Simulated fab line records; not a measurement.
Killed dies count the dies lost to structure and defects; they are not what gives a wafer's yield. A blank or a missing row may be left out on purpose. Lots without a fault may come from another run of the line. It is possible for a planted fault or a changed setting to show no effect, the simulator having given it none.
Which of the tools did it? ; flow ritCmos ; 14 lots, 42 wafers sampled, at 2 steps of a route of 202

== WHAT THE GAUGES READ, wafer by wafer ==
No reading from a measuring or inspecting step in the record can be judged against a usual standard deviation.

== TOOL THAT RAN EACH LOT (tool first, then ch and the chambers of the sampled wafers, then the start) ==
lot;RIT_M1_SOFTBAKE_05;RIT_M1_PROBE_99
L935;lithoTrack-01 ch 0, day 3 08:32;-
L936;lithoTrack-02 ch 0, day 3 16:49;-
L937;lithoTrack-04 ch 0, day 3 22:05;-
L938;lithoTrack-04 ch 0, day 4 04:41;-
L939;lithoTrack-04 ch 0, day 4 08:44;prober-01, day 4 11:59
L940;lithoTrack-02 ch 0, day 4 14:01;prober-02, day 4 17:23
L941;lithoTrack-01 ch 0, day 4 17:29;prober-01, day 4 20:44
L942;lithoTrack-01 ch 0, day 4 22:32;prober-02, day 5 01:58
L943;lithoTrack-04 ch 0, day 5 06:47;-
L944;lithoTrack-01 ch 0, day 5 08:36;prober-01, day 5 12:09
L945;lithoTrack-02 ch 0, day 5 14:30;prober-01, day 5 17:49
L948;lithoTrack-01 ch 0, day 6 01:19;-
L954;lithoTrack-04 ch 0, day 7 10:02;-
L957;lithoTrack-02 ch 0, day 8 00:13;-
- RIT_M1_SOFTBAKE_05: time 60 s.
- RIT_M1_PROBE_99

== AS READ BY THE TOOLS THEMSELVES (means over the sampled wafers that have a number; for cases with no such wafer, the mark the record gives instead) ==
RIT_M1_SOFTBAKE_05. Usual: chillPlateTempC 22.98 C, standard deviation 0.12; heaterPowerTotalW 34.56 W, standard deviation 0.051; plateTempC 90.01 C, standard deviation 0.11.
lot;tool;chillPlateTempC (C);heaterPowerTotalW (W);plateTempC (C);flag
L935;lithoTrack-01;22.89;34.58;90.00;
L936;lithoTrack-02;23.06;34.52;90.04;
L937;lithoTrack-04;22.96;34.58;90.00;
L938;lithoTrack-04;22.97;34.55;90.00;
L939;lithoTrack-04;22.95;34.54;90.01;
L940;lithoTrack-02;22.91;34.59;89.90;
L941;lithoTrack-01;22.93;34.63;90.14;
L942;lithoTrack-01;22.90;34.52;90.05;
L943;lithoTrack-04;22.93;34.61;90.04;
L944;lithoTrack-01;22.94;35.43;91.64;OFF
L945;lithoTrack-02;23.14;34.58;89.88;
L948;lithoTrack-01;23.14;35.42;91.58;OFF
L954;lithoTrack-04;23.12;34.53;89.96;
L957;lithoTrack-02;23.05;34.59;90.01;

RIT_M1_PROBE_99. Usual: defectLimitedYield 97.4 %, standard deviation 1; killedAtContacts 0.1, standard deviation 0.3; killedAtFrontEnd 6.7, standard deviation 2.6; killedDies 6.8, standard deviation 2.6; killedOpen 3.3, standard deviation 1.7; killedShort 3.4, standard deviation 2; sort_bin_3_pad_short 0.1 %, standard deviation 0.24; sort_bin_5_function 1.5 %, standard deviation 0.77; sort_bin_6_memory 1.0 %, standard deviation 0.61; sortNPass 257.2, standard deviation 2.6; sortYieldPct 97.4 %, standard deviation 1.
lot;tool;defectLimitedYield (%);killedAtContacts;killedAtFrontEnd;killedDies;killedOpen;killedShort;sort_bin_3_pad_short (%);sort_bin_5_function (%);sort_bin_6_memory (%);sortNPass;sortYieldPct (%);flag
L939;prober-01;97.2;0.0;7.3;7.3;3.0;4.0;0.1;1.5;1.2;256.7;97.2;
L940;prober-02;97.3;0.0;7.0;7.0;2.3;4.7;0.3;1.7;0.7;257.0;97.3;
L941;prober-01;97.7;0.0;6.0;6.0;4.0;2.0;0.0;1.1;1.1;258.0;97.7;
L942;prober-02;97.9;0.0;5.7;5.7;2.3;3.3;0.3;0.9;1.0;258.3;97.9;
L944;prober-01;98.0;0.0;5.3;5.3;3.3;2.0;0.0;1.0;1.0;258.7;98.0;
L945;prober-01;97.3;0.0;7.0;7.0;6.0;1.0;0.0;1.9;0.8;257.0;97.3;

== THE ANSWER, worked out from the rows above alone ==
Rule: lot off if the mean of its wafers having a number is beyond 3 standard deviations from the usual mean. A lot without any number at a reading at which 4 lots or more have one is off too. The other lots that the step has rows for count as sound. After the gauges, taken in route order, come the tools' own readings; for these a lot's mean is taken, as printed above. At the first step where some lot is off, the reading lying furthest off is the one used; lots without a number count as furthest.
Off: L944, L948, at RIT_M1_SOFTBAKE_05 (heaterPowerTotalW).
A tool fits if, at that step or a process step before it, it ran every lot that is off, and no sound lot after the first of them. One fits: lithoTrack-01 at RIT_M1_SOFTBAKE_05. A fault onset in the window from L942 (day 4 22:32, its last sound lot) to L944 (day 5 08:36, its first lot off) fits.
The tool's own readings at RIT_M1_SOFTBAKE_05 bear it out: on the lots that are off they differ by more than 5 times the standard deviation of the sound lots' means. heaterPowerTotalW reads 35.42 W there against 34.57 W on the sound lots; plateTempC reads 91.61 C there against 90.00 C on the sound lots.

== WHAT THE SIMULATOR HAD INSERTED ==
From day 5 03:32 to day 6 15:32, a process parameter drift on lithoTrack-01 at RIT_M1_SOFTBAKE_05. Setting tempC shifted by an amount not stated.
Struck lots among those shown: L944, L948. Same finding as the rule above.
